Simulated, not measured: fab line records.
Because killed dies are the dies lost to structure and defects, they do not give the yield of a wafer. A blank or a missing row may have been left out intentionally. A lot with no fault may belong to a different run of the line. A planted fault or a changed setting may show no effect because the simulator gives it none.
Shared-tool check / flow ritCmos / Sample size 14 lots and 42 wafers

== WHAT PROMPTED THE OPENING ==
2 of 14 lots carry a flag on the reading NRETRO_TW at RIT_NRETRO_TW_MEAS_10. Fault-free wafers read 1046, with a standard deviation of 9.
Rule: a lot is flagged when every wafer of it that has a number lies more than 4 standard deviations from that mean, or none has a number. As for the other lots, they are considered sound.

lot=L212; measured=day 2 16:08; on=filmMetro-02; NRETRO_TW, wafer by wafer=1052 1053 1044; flag=
lot=L213; measured=day 2 20:14; on=filmMetro-02; NRETRO_TW, wafer by wafer=1047 1045 1034; flag=
lot=L214; measured=day 2 22:37; on=filmMetro-02; NRETRO_TW, wafer by wafer=1042 1049 1046; flag=
lot=L215; measured=day 3 03:37; on=filmMetro-02; NRETRO_TW, wafer by wafer=1041 1043 1045; flag=
lot=L217; measured=day 3 11:41; on=filmMetro-02; NRETRO_TW, wafer by wafer=1041 1042 1040; flag=
lot=L218; measured=day 3 22:22; on=filmMetro-03; NRETRO_TW, wafer by wafer=1042 1040 1041; flag=
lot=L221; measured=day 4 12:27; on=filmMetro-03; NRETRO_TW, wafer by wafer=1038 1039 1031; flag=
lot=L220; measured=day 4 12:33; on=filmMetro-02; NRETRO_TW, wafer by wafer=1040 1040 1052; flag=
lot=L222; measured=day 4 18:35; on=filmMetro-01; NRETRO_TW, wafer by wafer=1067 1067 1069; flag=
lot=L223; measured=day 4 19:47; on=filmMetro-03; NRETRO_TW, wafer by wafer=1033 1032 1036; flag=
lot=L228; measured=day 5 22:49; on=filmMetro-01; NRETRO_TW, wafer by wafer=1064 1059 1064; flag=
lot=L232; measured=day 6 18:43; on=filmMetro-03; NRETRO_TW, wafer by wafer=1035 1048 1044; flag=
lot=L233; measured=day 7 00:29; on=filmMetro-02; NRETRO_TW, wafer by wafer=2174 2168 2172; flag=FLAGGED
lot=L234; measured=day 7 06:46; on=filmMetro-03; NRETRO_TW, wafer by wafer=2156 2170 2165; flag=FLAGGED
Averaged over the flagged lots the numbers come to 2168, +1122 from the usual (+99 or more standard deviations).

== EACH LOT AND THE TOOL IT RAN ON ==
2 process steps preceding the reading are held in the record, out of 202 steps in the route. Each cell gives the tool, then ch followed by the chambers the sampled wafers passed through, then the start.
lot=L212; flag=; RIT_PWELL_STRIP_09=plasmaAsher-03 ch 0,1, day 2 08:25; RIT_NRETRO_IMPLANT_08=implanter-04 ch 0, day 2 15:50
lot=L213; flag=; RIT_PWELL_STRIP_09=plasmaAsher-04 ch 0,1, day 2 12:03; RIT_NRETRO_IMPLANT_08=implanter-01 ch 0, day 2 19:55
lot=L214; flag=; RIT_PWELL_STRIP_09=plasmaAsher-02 ch 0,1, day 2 14:59; RIT_NRETRO_IMPLANT_08=implanter-04 ch 0, day 2 22:17
lot=L215; flag=; RIT_PWELL_STRIP_09=plasmaAsher-03 ch 0,1, day 2 19:39; RIT_NRETRO_IMPLANT_08=implanter-04 ch 0, day 3 03:17
lot=L217; flag=; RIT_PWELL_STRIP_09=plasmaAsher-02 ch 0,1, day 3 04:32; RIT_NRETRO_IMPLANT_08=implanter-04 ch 0, day 3 11:23
lot=L218; flag=; RIT_PWELL_STRIP_09=plasmaAsher-04 ch 0,1, day 3 12:37; RIT_NRETRO_IMPLANT_08=implanter-04 ch 0, day 3 22:03
lot=L221; flag=; RIT_PWELL_STRIP_09=plasmaAsher-03 ch 0,1, day 4 04:28; RIT_NRETRO_IMPLANT_08=implanter-01 ch 0, day 4 12:08
lot=L220; flag=; RIT_PWELL_STRIP_09=plasmaAsher-02 ch 0,1, day 4 04:48; RIT_NRETRO_IMPLANT_08=implanter-02 ch 0, day 4 12:15
lot=L222; flag=; RIT_PWELL_STRIP_09=plasmaAsher-02 ch 0,1, day 4 11:20; RIT_NRETRO_IMPLANT_08=implanter-01 ch 0, day 4 18:17
lot=L223; flag=; RIT_PWELL_STRIP_09=plasmaAsher-02 ch 0,1, day 4 12:36; RIT_NRETRO_IMPLANT_08=implanter-04 ch 0, day 4 19:29
lot=L228; flag=; RIT_PWELL_STRIP_09=plasmaAsher-02 ch 0,1, day 5 15:33; RIT_NRETRO_IMPLANT_08=implanter-02 ch 0, day 5 22:31
lot=L232; flag=; RIT_PWELL_STRIP_09=plasmaAsher-02 ch 1, day 6 09:04; RIT_NRETRO_IMPLANT_08=implanter-01 ch 0, day 6 18:23
lot=L233; flag=FLAGGED; RIT_PWELL_STRIP_09=plasmaAsher-03 ch 0,1, day 6 17:19; RIT_NRETRO_IMPLANT_08=implanter-04 ch 0, day 7 00:10
lot=L234; flag=FLAGGED; RIT_PWELL_STRIP_09=plasmaAsher-03 ch 0,1, day 6 20:16; RIT_NRETRO_IMPLANT_08=implanter-04 ch 0, day 7 06:26
What these steps do:
- RIT_PWELL_STRIP_09: strips in O2, time 180 s.
- RIT_NRETRO_IMPLANT_08
- RIT_NRETRO_TW_MEAS_10

== FLAGGED AGAINST TOTAL, ONE TOOL AT A TIME (gauges that did the reading follow at the end) ==
step=RIT_PWELL_STRIP_09; tool=plasmaAsher-02; lots run=7; flagged=0; share of the flagged lots=none; sound lots run after its first flagged lot=-
step=RIT_PWELL_STRIP_09; tool=plasmaAsher-03; lots run=5; flagged=2; share of the flagged lots=all; sound lots run after its first flagged lot=0
step=RIT_PWELL_STRIP_09; tool=plasmaAsher-04; lots run=2; flagged=0; share of the flagged lots=none; sound lots run after its first flagged lot=-
step=RIT_NRETRO_IMPLANT_08; tool=implanter-01; lots run=4; flagged=0; share of the flagged lots=none; sound lots run after its first flagged lot=-
step=RIT_NRETRO_IMPLANT_08; tool=implanter-02; lots run=2; flagged=0; share of the flagged lots=none; sound lots run after its first flagged lot=-
step=RIT_NRETRO_IMPLANT_08; tool=implanter-04; lots run=8; flagged=2; share of the flagged lots=all; sound lots run after its first flagged lot=0
step=RIT_NRETRO_TW_MEAS_10; tool=filmMetro-01; lots run=2; flagged=0; share of the flagged lots=none; sound lots run after its first flagged lot=-
step=RIT_NRETRO_TW_MEAS_10; tool=filmMetro-02; lots run=7; flagged=1; share of the flagged lots=some; sound lots run after its first flagged lot=0
step=RIT_NRETRO_TW_MEAS_10; tool=filmMetro-03; lots run=5; flagged=1; share of the flagged lots=some; sound lots run after its first flagged lot=0

== THE TABLE: WHAT IT ALLOWS ==
2 rows of the table ran every flagged lot: plasmaAsher-03 at RIT_PWELL_STRIP_09, implanter-04 at RIT_NRETRO_IMPLANT_08.
- plasmaAsher-03 at RIT_PWELL_STRIP_09 ran 5 lots, 2 of them flagged. Its last sound lot is L221 (day 4 04:28), its first flagged lot L233 (day 6 17:19): a fault that began between those two fits.
- implanter-04 at RIT_NRETRO_IMPLANT_08 ran 8 lots, 2 of them flagged. Its last sound lot is L223 (day 4 19:29), its first flagged lot L233 (day 7 00:10): a fault that began between those two fits. Its own readings lie more than 4 standard deviations out on every wafer of the flagged lots: doseIonsCm2, faradayCurrentUA.
These 2 tools cannot be told apart by counting lots, since each of them fits a fault that started at some hour. More lots, or a look at what each step does to the wafer, might.

== WHAT THE SIMULATOR PUT IN ==
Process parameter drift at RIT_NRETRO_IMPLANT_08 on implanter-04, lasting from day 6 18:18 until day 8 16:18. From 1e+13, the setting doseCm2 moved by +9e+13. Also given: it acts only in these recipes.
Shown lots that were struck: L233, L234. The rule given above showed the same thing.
